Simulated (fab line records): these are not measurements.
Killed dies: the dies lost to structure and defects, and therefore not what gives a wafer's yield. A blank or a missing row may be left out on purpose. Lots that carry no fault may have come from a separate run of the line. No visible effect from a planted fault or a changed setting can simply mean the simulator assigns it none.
Which tool did it? || flow berkeley-cmos170 || 42 wafers from 14 lots sampled at 3 of the route's 331 steps

WHAT THE GAUGES READ, wafer by wafer
UCB170_M1_CD_MEAS_90: target cd 700 nm.
{"lot": "L733", "measured": "day 7 09:26", "on": "cd-sem-01", "cd-nm (nm)": "703.6 698.2 703.8"}
{"lot": "L734", "measured": "day 7 17:27", "on": "cd-sem-01", "cd-nm (nm)": "694.3 700.6 694.3"}
{"lot": "L735", "measured": "day 7 22:08", "on": "cd-sem-02", "cd-nm (nm)": "700.1 695.4 702.4"}
{"lot": "L737", "measured": "day 8 04:28", "on": "cd-sem-01", "cd-nm (nm)": "702.8 697.0 703.0"}
{"lot": "L736", "measured": "day 8 05:07", "on": "cd-sem-02", "cd-nm (nm)": "700.3 701.4 700.1"}
{"lot": "L739", "measured": "day 8 15:41", "on": "cd-sem-02", "cd-nm (nm)": "697.3 705.2 696.3"}
{"lot": "L738", "measured": "day 8 15:53", "on": "cd-sem-02", "cd-nm (nm)": "703.5 703.7 699.3"}
{"lot": "L742", "measured": "day 9 11:58", "on": "cd-sem-01", "cd-nm (nm)": "699.6 697.5 698.8"}
{"lot": "L743", "measured": "day 9 14:53", "on": "cd-sem-01", "cd-nm (nm)": "703.2 701.2 700.9"}
{"lot": "L746", "measured": "day 9 22:19", "on": "cd-sem-01", "cd-nm (nm)": "695.6 698.3 697.4"}
{"lot": "L750", "measured": "day 10 21:07", "on": "cd-sem-02", "cd-nm (nm)": "701.9 697.7 700.1"}
{"lot": "L754", "measured": "day 11 15:02", "on": "cd-sem-01", "cd-nm (nm)": "705.9 699.1 698.7"}
{"lot": "L753", "measured": "day 11 15:26", "on": "cd-sem-01", "cd-nm (nm)": "695.3 699.0 699.6"}
{"lot": "L755", "measured": "day 11 18:24", "on": "cd-sem-02", "cd-nm (nm)": "706.0 705.0 700.4"}

UCB170_V1_CD_MEAS_12: target cd 700 nm.
{"lot": "L733", "measured": "day 7 15:50", "on": "cd-sem-02", "cd-nm (nm)": "701.7 699.9 701.7"}
{"lot": "L734", "measured": "day 8 00:01", "on": "cd-sem-02", "cd-nm (nm)": "701.9 702.1 701.3"}
{"lot": "L735", "measured": "day 8 05:32", "on": "cd-sem-02", "cd-nm (nm)": "699.5 699.8 699.8"}
{"lot": "L737", "measured": "day 8 11:38", "on": "cd-sem-01", "cd-nm (nm)": "701.0 701.0 701.8"}
{"lot": "L736", "measured": "day 8 11:19", "on": "cd-sem-02", "cd-nm (nm)": "701.8 701.2 700.0"}
{"lot": "L739", "measured": "day 8 23:45", "on": "cd-sem-01", "cd-nm (nm)": "699.3 702.9 702.3"}
{"lot": "L738", "measured": "day 9 00:21", "on": "cd-sem-02", "cd-nm (nm)": "699.2 699.2 697.6"}
{"lot": "L742", "measured": "day 9 16:47", "on": "cd-sem-02", "cd-nm (nm)": "696.2 697.8 696.4"}
{"lot": "L743", "measured": "day 9 21:37", "on": "cd-sem-02", "cd-nm (nm)": "699.5 698.1 699.5"}
{"lot": "L746", "measured": "day 10 06:02", "on": "cd-sem-02", "cd-nm (nm)": "699.9 700.5 700.2"}
{"lot": "L750", "measured": "day 11 04:17", "on": "cd-sem-01", "cd-nm (nm)": "701.4 701.9 702.0"}
{"lot": "L754", "measured": "day 11 21:02", "on": "cd-sem-01", "cd-nm (nm)": "700.4 698.4 699.2"}
{"lot": "L753", "measured": "day 11 21:23", "on": "cd-sem-02", "cd-nm (nm)": "698.4 696.5 697.9"}
{"lot": "L755", "measured": "day 12 01:36", "on": "cd-sem-02", "cd-nm (nm)": "702.5 701.7 701.7"}

UCB170_V2_THK_MEAS_04.
{"lot": "L733", "measured": "day 7 20:19", "on": "film-metro-03", "V2_POLISHED_THK (nm)": "998.1 998.8 998.8"}
{"lot": "L734", "measured": "day 8 04:01", "on": "film-metro-02", "V2_POLISHED_THK (nm)": "998.4 999.6 1000.1"}
{"lot": "L735", "measured": "day 8 09:59", "on": "film-metro-01", "V2_POLISHED_THK (nm)": "997.1 997.7 999.8"}
{"lot": "L737", "measured": "day 8 16:21", "on": "film-metro-02", "V2_POLISHED_THK (nm)": "1000.0 1000.2 997.8"}
{"lot": "L736", "measured": "day 8 15:51", "on": "film-metro-03", "V2_POLISHED_THK (nm)": "999.0 996.9 997.5"}
{"lot": "L739", "measured": "day 9 03:53", "on": "film-metro-02", "V2_POLISHED_THK (nm)": "995.8 1000.9 999.8"}
{"lot": "L738", "measured": "day 9 04:30", "on": "film-metro-02", "V2_POLISHED_THK (nm)": "1000.2 997.5 997.3"}
{"lot": "L742", "measured": "day 9 21:09", "on": "film-metro-01", "V2_POLISHED_THK (nm)": "999.3 999.3 997.9"}
{"lot": "L743", "measured": "day 10 02:07", "on": "film-metro-03", "V2_POLISHED_THK (nm)": "999.7 1000.1 996.7"}
{"lot": "L746", "measured": "day 10 12:46", "on": "film-metro-01", "V2_POLISHED_THK (nm)": "997.8 998.1 1000.6"}
{"lot": "L750", "measured": "day 11 08:55", "on": "film-metro-01", "V2_POLISHED_THK (nm)": "998.5 1001.6 999.1"}
{"lot": "L754", "measured": "day 12 00:59", "on": "film-metro-01", "V2_POLISHED_THK (nm)": "999.9 1001.3 999.0"}
{"lot": "L753", "measured": "day 12 01:35", "on": "film-metro-02", "V2_POLISHED_THK (nm)": "998.8 999.4 998.5"}
{"lot": "L755", "measured": "day 12 06:43", "on": "film-metro-01", "V2_POLISHED_THK (nm)": "998.3 997.8 999.1"}

TOOL THAT RAN EACH LOT (tool first, then ch and the chambers of the sampled wafers, then the start)
There is no process step in the record ahead of these readings.

WHAT THE TOOLS THEMSELVES READ (means of the sampled wafers that have a number; where no wafer has one, the mark that the record gives instead)
The record holds no such reading with a usual standard deviation.

THE ANSWER, worked out from the rows above alone
Rule: the usual values come from the lots themselves. The widest of any qualifying gaps counts: lots, ordered by their means at a reading, are off when they make up no more than a third of the lots, leave a main group of 4 or more, and stand apart from it by 3 or more times the standard deviation of that group's means. A main group whose means are all the same, to the digits that the tables above print for the reading, isn't used. Also off: a lot with no number at a reading for which 4 or more lots have one. Any other lot the step has rows for is counted as sound. Order of review: gauges by route order, followed by the tools' own readings, for which a lot's mean as printed above is used. At the first step where some lot is off, the reading lying furthest off is the one used; lots without a number count as furthest.
None of the lots is off at any reading shown; this tells nothing.

WHAT THE SIMULATOR HAD INSERTED
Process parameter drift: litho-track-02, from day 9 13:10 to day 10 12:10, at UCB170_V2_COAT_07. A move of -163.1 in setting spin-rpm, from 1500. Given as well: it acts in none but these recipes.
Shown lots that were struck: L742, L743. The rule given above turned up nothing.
